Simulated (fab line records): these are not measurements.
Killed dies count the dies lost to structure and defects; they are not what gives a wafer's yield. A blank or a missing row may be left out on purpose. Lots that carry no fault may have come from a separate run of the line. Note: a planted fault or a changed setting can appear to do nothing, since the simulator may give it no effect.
Problem report, 8D (eight disciplines) form, completed by code / flow berkeley_cmos170 / the parts of the form that need people (team, actions taken, sign-off) are left out

1. THE ISSUE
Mean ACTIVE_OXIDE_THK at UCB170_ACTIVE_THK_MEAS_03: 28.8 nm over 6 wafers in 2 lots; fault-free wafers: 26.3 nm, standard deviation 0.52. Relative to the usual mean, that is a shift of +4.7 standard deviations.
The first sign was on wafer L591.1 at day 6 23:18, on film_metro-01. The record holds 42 wafers of 14 lots with a number at this step. Rule for "out", or "out of limits": more than 4 standard deviations from the usual mean. The other wafers with a number count as sound.

2. WHAT THIS IS AND IS NOT
question=which readings at this step | is=ACTIVE_OXIDE_THK | is not=-
question=which lots | is=L591, L596 | is not=L576, L577, L578, L579, L580, L581, L582, L583, L584, L585, L586, L599
question=which wafers of those lots | is=all that have a number | is not=-
question=read on which gauges | is=film_metro-01 | is not=film_metro-03, film_metro-04
question=when | is=from day 6 23:18 | is not=up to then (33 sound wafers); but 3 sound wafers of L599 came after

3. THE SUSPECTS, EACH WITH WHAT RULES IT OUT
Counting: a tool at a process step up to the reading stays a suspect if it ran every lot that is out and no sound lot after the first of them.
- the gauge at UCB170_ACTIVE_THK_MEAS_03: kept. All the wafers that are out were read on film_metro-01, and no step on other tools shows them out.
Left after counting: film_metro-01 at UCB170_ACTIVE_THK_MEAS_03.

4. THE CAUSE (what the simulator had put in)
Metrology matching offset: film_metro-01, from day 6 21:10 on, at UCB170_ACTIVE_THK_MEAS_03. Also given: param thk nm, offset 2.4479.
The count eliminated every tool but this one.

5. THE EFFECT CHAIN, in route order
Rows list readings where the struck wafers' mean (over those with a number) sits beyond 3 standard deviations from the usual. Only readings for which the record gives a usual standard deviation are gone through. hours: the time from each lot's start at the first step in this table that gives one to its start at this step, as a median over the lots. sigmas: the change in usual standard deviations.
hours=0; step=UCB170_ACTIVE_THK_MEAS_03; reading=ACTIVE_OXIDE_THK; usual=26.3 nm; on struck wafers=28.8; change=+2.5; sigmas=+4.7

6. WHAT WOULD HAVE CAUGHT IT SOONER
2 hours passed between the start of the fault at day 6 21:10 and the first reading out of limits at a measuring or inspecting step in this record, taken at day 6 23:18.
